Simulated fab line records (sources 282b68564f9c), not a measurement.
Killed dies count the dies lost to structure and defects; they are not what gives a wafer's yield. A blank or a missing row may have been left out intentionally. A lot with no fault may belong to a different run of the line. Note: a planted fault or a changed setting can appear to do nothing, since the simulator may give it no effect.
2 desks looking at one fault	flow rit-cmos	what lay behind the numbers comes last; until then each desk has only its own

## FROM THE METROLOGY DESK
What the gauges read for every lot (on any tool): the sampled wafers with a number, averaged. If a lot's mean is further than 4 standard deviations from the usual mean, the lot is out of limits and carries the mark OUT (the distance appears in the brackets).
Columns: A = ACTIVE_NITRIDE_THK at RIT_ACTIVE_THK_MEAS_04, usual 150.0 nm; B = cd-nm at RIT_GATE_CD_MEAS_90, usual 150.2 nm
lot	first seen here	A	B
L347	day 1 13:32	149.0	149.8
L348	day 1 18:32	149.3	149.6
L350	day 2 05:20	147.1	148.6
L351	day 2 11:25	146.9	147.4
L353	day 2 21:05	150.2	151.4
L354	day 3 01:13	152.5	149.7
L356	day 3 11:29	150.7	154.0
L357	day 3 15:55	150.4	150.8
L358	day 3 20:53	150.9	151.1
L361	day 4 11:59	149.9	152.8
L364	day 5 03:36	151.0	150.9
L369	day 6 05:29	151.3	152.6
L370	day 6 08:44	150.2	151.4
Finding of this desk: none of the 13 lots has anything out of limits.

## AT THE TOOL OWNER'S DESK: pvd-sputter-01
The tool's own readings at RIT_SILICIDE_SPUTTER_01 (material Ti, target thk 30 nm, time 240 s): means of the sampled wafers that have a number, for each lot that ran on this tool. If a lot's mean is further than 4 standard deviations from the usual mean, the lot is out of limits and carries the mark OUT (the distance appears in the brackets).
Columns: A = throttle-valve-pct at RIT_SILICIDE_SPUTTER_01, usual 29.7 %
lot	first seen here	A
L357	day 5 06:34	29.5
L364	day 6 20:55	29.5
Finding of this desk: none of the 2 lots has anything out of limits.

## PUT TOGETHER
From the metrology desk's view, nothing was out of limits.
The desk of the tool owner found nothing out of limits.

## WHAT THE SIMULATOR HAD PUT IN
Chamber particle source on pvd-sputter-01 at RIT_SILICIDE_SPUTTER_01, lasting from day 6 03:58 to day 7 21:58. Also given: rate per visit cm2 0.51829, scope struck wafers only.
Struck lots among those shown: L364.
